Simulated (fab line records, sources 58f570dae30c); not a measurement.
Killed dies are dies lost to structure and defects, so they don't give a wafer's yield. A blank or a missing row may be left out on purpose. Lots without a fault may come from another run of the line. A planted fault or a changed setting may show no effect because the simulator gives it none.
Which tool did it? | flow berkeley_cmos170 | 24 lots, 72 wafers sampled, at 6 steps of a route of 331

WHAT THE GAUGES READ, wafer by wafer
UCB170_V2_CD_MEAS_12: target cd 700 nm. Usual: cd_nm 700.0 nm, standard deviation 1.7.
lot  | measured     | on        | cd_nm (nm)        | flag
L074 | day 8 18:16  | cd_sem-01 | 696.7 697.5 696.8 |
L077 | day 9 13:35  | cd_sem-02 | 699.5 699.1 700.2 |
L075 | day 9 15:49  | cd_sem-02 | 699.7 700.1 699.1 |
L076 | day 9 17:41  | cd_sem-02 | 701.5 700.8 700.7 |
L078 | day 10 05:42 | cd_sem-02 | 698.9 698.2 697.4 |
L080 | day 10 08:38 | cd_sem-01 | 699.5 699.2 698.3 |
L079 | day 10 08:35 | cd_sem-02 | 700.5 701.2 700.8 |
L081 | day 10 08:28 | cd_sem-01 | 699.4 699.3 698.5 |
L082 | day 11 01:47 | cd_sem-02 | 701.7 700.3 701.2 |
L085 | day 11 02:40 | cd_sem-02 | 701.1 701.1 701.4 |
L083 | day 11 03:55 | cd_sem-01 | 698.4 697.3 697.1 |
L084 | day 11 04:26 | cd_sem-01 | 702.7 702.3 703.5 |
L086 | day 11 05:08 | cd_sem-02 | 699.7 700.0 700.4 |
L087 | day 12 04:06 | cd_sem-02 | 702.3 701.1 701.4 |
L088 | day 12 04:20 | cd_sem-01 | 701.9 701.7 701.7 |
L089 | day 12 11:35 | cd_sem-01 | 703.9 703.2 704.5 |
L090 | day 12 12:24 | cd_sem-02 | 698.2 699.0 698.9 |
L092 | day 12 17:43 | cd_sem-02 | 696.5 697.1 697.1 |
L093 | day 12 19:14 | cd_sem-01 | 700.1 699.8 699.7 |
L091 | day 13 00:58 | cd_sem-02 | 699.4 701.0 699.5 |
L095 | day 13 08:49 | cd_sem-01 | 701.0 699.9 700.5 |
L094 | day 13 09:05 | cd_sem-02 | 699.2 700.2 699.5 |
L096 | day 13 21:06 | cd_sem-02 | 700.6 701.3 700.7 |
L097 | day 14 01:56 | cd_sem-02 | 700.7 700.9 700.1 |

UCB170_V2_CD_MEAS_90: target cd 700 nm. Usual: cd_nm 700.1 nm, standard deviation 1.7.
lot  | measured     | on        | cd_nm (nm)        | flag
L074 | day 8 18:43  | cd_sem-02 | 696.7 697.5 696.6 |
L077 | day 9 14:01  | cd_sem-02 | 699.4 698.8 700.7 |
L075 | day 9 16:25  | cd_sem-02 | 700.2 699.2 699.8 |
L076 | day 9 18:12  | cd_sem-02 | 701.5 700.1 701.1 |
L078 | day 10 06:25 | cd_sem-02 | 698.8 697.9 696.2 |
L080 | day 10 09:04 | cd_sem-02 | 699.7 699.3 699.5 |
L079 | day 10 09:01 | cd_sem-01 | 700.2 701.2 700.2 |
L081 | day 10 08:55 | cd_sem-02 | 699.0 699.8 698.1 |
L082 | day 11 02:13 | cd_sem-02 | 701.6 700.8 701.7 |
L085 | day 11 03:06 | cd_sem-02 | 700.0 700.5 701.2 |
L083 | day 11 04:20 | cd_sem-02 | 698.4 697.2 697.5 |
L084 | day 11 04:56 | cd_sem-01 | 701.5 702.1 703.1 |
L086 | day 11 05:44 | cd_sem-02 | 700.3 699.8 700.6 |
L087 | day 12 04:32 | cd_sem-02 | 702.4 701.2 700.9 |
L088 | day 12 04:46 | cd_sem-01 | 701.5 701.7 701.8 |
L089 | day 12 12:01 | cd_sem-02 | 703.6 704.1 704.5 |
L090 | day 12 12:50 | cd_sem-02 | 698.3 698.5 698.7 |
L092 | day 12 18:08 | cd_sem-01 | 696.8 697.1 696.8 |
L093 | day 12 19:40 | cd_sem-01 | 700.4 700.5 699.5 |
L091 | day 13 01:25 | cd_sem-01 | 699.4 701.2 699.8 |
L095 | day 13 09:15 | cd_sem-02 | 700.8 699.4 700.4 |
L094 | day 13 09:31 | cd_sem-01 | 699.5 700.5 698.8 |
L096 | day 13 21:32 | cd_sem-02 | 699.9 700.8 700.5 |
L097 | day 14 02:23 | cd_sem-02 | 700.9 701.3 700.3 |

UCB170_M3_RS_MEAS_02: measures by four-point-probe. Usual: M3_AL_RS 0.0321 ohm/sq, standard deviation 0.00036.
lot  | measured     | on            | M3_AL_RS (ohm/sq)    | flag
L074 | day 8 18:59  | film_metro-02 | 0.0319 0.0321 0.0322 |
L077 | day 9 14:17  | film_metro-02 | 0.0319 0.0320 0.0324 |
L075 | day 9 16:41  | film_metro-04 | 0.0319 0.0318 0.0318 |
L076 | day 9 18:28  | film_metro-03 | 0.0322 0.0321 0.0324 |
L078 | day 10 06:41 | film_metro-04 | 0.0317 0.0320 0.0322 |
L080 | day 10 09:20 | film_metro-04 | 0.0323 0.0322 0.0324 |
L079 | day 10 09:17 | film_metro-03 | 0.0325 0.0326 0.0328 |
L081 | day 10 09:11 | film_metro-02 | 0.0321 0.0322 0.0324 |
L082 | day 11 02:29 | film_metro-04 | 0.0323 0.0325 0.0325 |
L085 | day 11 03:22 | film_metro-02 | 0.0319 0.0320 0.0320 |
L083 | day 11 04:37 | film_metro-03 | 0.0317 0.0318 0.0318 |
L084 | day 11 05:12 | film_metro-03 | 0.0328 0.0326 0.0327 |
L086 | day 11 06:00 | film_metro-03 | 0.0323 0.0320 0.0321 |
L087 | day 12 04:48 | film_metro-02 | 0.0318 0.0321 0.0317 |
L088 | day 12 05:02 | film_metro-03 | 0.0328 0.0325 0.0326 |
L089 | day 12 12:17 | film_metro-03 | 0.0317 0.0318 0.0317 |
L090 | day 12 13:06 | film_metro-03 | 0.0321 0.0321 0.0321 |
L092 | day 12 18:25 | film_metro-04 | 0.0320 0.0318 0.0319 |
L093 | day 12 19:56 | film_metro-02 | 0.0323 0.0325 0.0324 |
L091 | day 13 01:41 | film_metro-03 | 0.0320 0.0320 0.0321 |
L095 | day 13 09:31 | film_metro-03 | 0.0313 0.0316 0.0314 |
L094 | day 13 09:47 | film_metro-02 | 0.0316 0.0316 0.0317 |
L096 | day 13 21:49 | film_metro-02 | 0.0321 0.0320 0.0323 |
L097 | day 14 02:39 | film_metro-04 | 0.0314 0.0314 0.0313 |

UCB170_M3_THK_MEAS_03: measures by xrf. Usual: M3_AL_THK 900 nm, standard deviation 11.
lot  | measured     | on            | M3_AL_THK (nm) | flag
L074 | day 8 19:05  | film_metro-02 | 905 902 889    |
L077 | day 9 14:25  | film_metro-02 | 896 893 888    |
L075 | day 9 16:49  | film_metro-04 | 906 913 915    |
L076 | day 9 18:35  | film_metro-03 | 896 908 894    |
L078 | day 10 06:47 | film_metro-04 | 914 904 905    |
L080 | day 10 09:28 | film_metro-04 | 893 900 891    |
L079 | day 10 09:23 | film_metro-03 | 893 896 884    |
L081 | day 10 09:17 | film_metro-02 | 891 891 886    |
L082 | day 11 02:35 | film_metro-04 | 903 890 892    |
L085 | day 11 03:28 | film_metro-02 | 900 903 900    |
L083 | day 11 04:43 | film_metro-03 | 920 914 914    |
L084 | day 11 05:19 | film_metro-03 | 893 897 888    |
L086 | day 11 06:07 | film_metro-03 | 897 908 906    |
L087 | day 12 04:55 | film_metro-02 | 893 883 900    |
L088 | day 12 05:09 | film_metro-03 | 890 895 893    |
L089 | day 12 12:24 | film_metro-03 | 918 913 918    |
L090 | day 12 13:13 | film_metro-03 | 908 904 904    |
L092 | day 12 18:32 | film_metro-04 | 905 909 912    |
L093 | day 12 20:04 | film_metro-02 | 878 874 882    |
L091 | day 13 01:47 | film_metro-03 | 903 902 902    |
L095 | day 13 09:38 | film_metro-03 | 922 920 917    |
L094 | day 13 09:55 | film_metro-02 | 910 905 904    |
L096 | day 13 21:55 | film_metro-02 | 883 894 885    |
L097 | day 14 02:46 | film_metro-04 | 923 920 923    |

UCB170_M3_CD_MEAS_90: target cd 700 nm. Usual: cd_nm 700.9 nm, standard deviation 2.6.
lot  | measured     | on        | cd_nm (nm)        | flag
L074 | day 8 21:59  | cd_sem-02 | 701.4 700.6 700.4 |
L077 | day 9 17:34  | cd_sem-02 | 700.6 699.3 699.3 |
L075 | day 9 19:50  | cd_sem-01 | 701.9 704.4 704.5 |
L076 | day 9 21:36  | cd_sem-02 | 702.0 702.9 704.2 |
L078 | day 10 09:17 | cd_sem-01 | 702.1 702.0 704.7 |
L080 | day 10 12:02 | cd_sem-02 | 697.5 693.8 697.1 |
L079 | day 10 11:57 | cd_sem-02 | 701.0 701.0 704.2 |
L081 | day 10 11:43 | cd_sem-02 | 700.5 703.0 702.5 |
L082 | day 11 05:19 | cd_sem-01 | 697.4 696.7 697.9 |
L085 | day 11 07:42 | cd_sem-01 | 704.5 704.4 703.4 |
L083 | day 11 07:47 | cd_sem-02 | 704.9 708.3 702.9 |
L084 | day 11 08:16 | cd_sem-01 | 699.6 700.2 700.8 |
L086 | day 11 08:49 | cd_sem-02 | 698.0 700.1 702.1 |
L087 | day 12 07:02 | cd_sem-02 | 698.9 701.0 699.2 |
L088 | day 12 07:35 | cd_sem-01 | 702.3 698.4 702.4 |
L089 | day 12 14:47 | cd_sem-01 | 696.7 703.7 700.8 |
L090 | day 12 15:28 | cd_sem-02 | 701.4 700.6 705.0 |
L092 | day 12 21:20 | cd_sem-02 | 703.5 700.3 701.3 |
L093 | day 12 23:20 | cd_sem-02 | 698.4 697.7 701.7 |
L091 | day 13 04:05 | cd_sem-02 | 700.4 699.9 700.3 |
L095 | day 13 11:45 | cd_sem-01 | 702.7 699.2 698.6 |
L094 | day 13 12:09 | cd_sem-02 | 697.2 704.0 699.5 |
L096 | day 14 00:22 | cd_sem-01 | 697.0 696.3 697.3 |
L097 | day 14 08:08 | cd_sem-01 | 702.9 700.1 699.0 |

WHICH TOOL RAN EACH LOT (tool, then ch and the chambers of the sampled wafers, then the start)
lot  | UCB170_V1_CVD_00
L074 | pecvd-03 ch 0,1,2, day 8 08:29
L077 | pecvd-01 ch 0,2, day 9 06:46
L075 | pecvd-02 ch 0,2, day 9 08:40
L076 | pecvd-03 ch 1,2, day 9 10:00
L078 | pecvd-03 ch 0,2, day 9 18:46
L080 | pecvd-01 ch 1,2, day 9 20:07
L079 | pecvd-03 ch 0,1, day 9 21:26
L081 | pecvd-01 ch 0,1, day 9 21:26
L082 | pecvd-03 ch 0,1,2, day 10 16:10
L085 | pecvd-01 ch 0,1,2, day 10 18:07
L083 | pecvd-03 ch 1,2, day 10 19:23
L084 | pecvd-01 ch 0,2, day 10 19:23
L086 | pecvd-03 ch 1,2, day 10 20:43
L087 | pecvd-02 ch 0,2, day 11 18:19
L088 | pecvd-01 ch 0,1,2, day 11 19:39
L089 | pecvd-03 ch 0,2, day 12 02:49
L090 | pecvd-01 ch 0,1,2, day 12 04:10
L092 | pecvd-03 ch 0,1, day 12 10:49
L093 | pecvd-01 ch 0,1, day 12 12:09
L091 | pecvd-01 ch 0,1,2, day 12 14:27
L095 | pecvd-03 ch 0,1, day 12 23:28
L094 | pecvd-02 ch 1,2, day 13 00:47
L096 | pecvd-01 ch 1,2, day 13 12:56
L097 | pecvd-03 ch 0,1, day 13 16:47
- UCB170_V1_CVD_00: deposits SiO2 from TEOS/O2, target thk 2000 nm, time 250 s.

WHAT THE TOOLS THEMSELVES READ (means of the sampled wafers that have a number; where no wafer has one, the mark that the record gives instead)
UCB170_V1_CVD_00. Usual: heater_power_w 249 W, standard deviation 44.
lot  | tool     | heater_power_w (W) | flag
L074 | pecvd-03 | 226                |
L077 | pecvd-01 | 272                |
L075 | pecvd-02 | 281                |
L076 | pecvd-03 | 238                |
L078 | pecvd-03 | 265                |
L080 | pecvd-01 | 227                |
L079 | pecvd-03 | 227                |
L081 | pecvd-01 | 237                |
L082 | pecvd-03 | 287                |
L085 | pecvd-01 | 230                |
L083 | pecvd-03 | 224                |
L084 | pecvd-01 | 260                |
L086 | pecvd-03 | 238                |
L087 | pecvd-02 | 242                |
L088 | pecvd-01 | 233                |
L089 | pecvd-03 | 278                |
L090 | pecvd-01 | 262                |
L092 | pecvd-03 | 252                |
L093 | pecvd-01 | 234                |
L091 | pecvd-01 | 262                |
L095 | pecvd-03 | 286                |
L094 | pecvd-02 | 296                |
L096 | pecvd-01 | 232                |
L097 | pecvd-03 | 244                |

THE ANSWER, worked out from the rows above alone
Rule: a lot is off if the mean of its wafers that have a number lies more than 3 standard deviations from the usual mean. A lot without any number at a reading at which 4 lots or more have one is off too. The other lots that the step has rows for count as sound. The gauges are gone through in route order, then the tools' own readings, and for those a lot's mean is taken as printed above. The first step at which some lot is off is used, and at that step the reading that is off furthest; a lot without a number counts as furthest.
No lot is off at any reading shown: from this, nothing can be told.

WHAT THE SIMULATOR HAD PUT IN
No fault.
